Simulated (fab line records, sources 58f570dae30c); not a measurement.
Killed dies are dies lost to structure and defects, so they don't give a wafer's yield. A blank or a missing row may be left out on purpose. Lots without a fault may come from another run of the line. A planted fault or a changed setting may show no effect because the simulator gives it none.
Which tool did it? | flow berkeley_cmos170 | 14 lots, 42 wafers sampled, at 1 step of a route of 331

WHAT THE GAUGES READ, wafer by wafer
UCB170_NWELL_TW_MEAS_16.
lot  | measured    | on            | NWELL_TW
L451 | day 2 15:10 | film_metro-03 | 1239 1240 1241
L450 | day 2 15:16 | film_metro-04 | 1246 1242 1254
L452 | day 2 23:19 | film_metro-04 | 1254 1253 1250
L453 | day 2 23:26 | film_metro-04 | 1255 1251 1255
L454 | day 3 10:36 | film_metro-01 | 1243 1234 1235
L455 | day 3 11:05 | film_metro-03 | 1230 1241 1239
L457 | day 4 02:22 | film_metro-04 | 1258 1255 1253
L459 | day 4 10:12 | film_metro-03 | 1243 1238 1232
L458 | day 4 10:19 | film_metro-03 | 1239 1236 1244
L460 | day 4 18:39 | film_metro-03 | 1238 1237 1225
L461 | day 4 18:43 | film_metro-04 | 1257 1262 1256
L464 | day 5 06:37 | film_metro-01 | 1223 1224 1222
L463 | day 5 06:44 | film_metro-04 | 1244 1243 1245
L465 | day 5 20:42 | film_metro-03 | 1221 1227 1226

WHICH TOOL RAN EACH LOT (tool, then ch and the chambers of the sampled wafers, then the start)
The record holds no process step before these readings.

WHAT THE TOOLS THEMSELVES READ (means of the sampled wafers that have a number; where no wafer has one, the mark that the record gives instead)
The record holds no such reading with a usual standard deviation.

THE ANSWER, worked out from the rows above alone
Rule: what is usual is taken from the lots themselves. Put in order of their means at a reading, lots are off if they are a third of the lots or fewer, leave a main group of 4 or more, and stand apart from it by a gap of 3 or more times the standard deviation of the main group's means; of several such gaps the widest counts. A main group whose means are all the same, to the digits that the tables above print for the reading, isn't used. A lot without any number at a reading at which 4 lots or more have one is off too. The other lots that the step has rows for count as sound. The gauges are gone through in route order, then the tools' own readings, and for those a lot's mean is taken as printed above. The first step at which some lot is off is used, and at that step the reading that is off furthest; a lot without a number counts as furthest.
No lot is off at any reading shown: from this, nothing can be told.

WHAT THE SIMULATOR HAD PUT IN
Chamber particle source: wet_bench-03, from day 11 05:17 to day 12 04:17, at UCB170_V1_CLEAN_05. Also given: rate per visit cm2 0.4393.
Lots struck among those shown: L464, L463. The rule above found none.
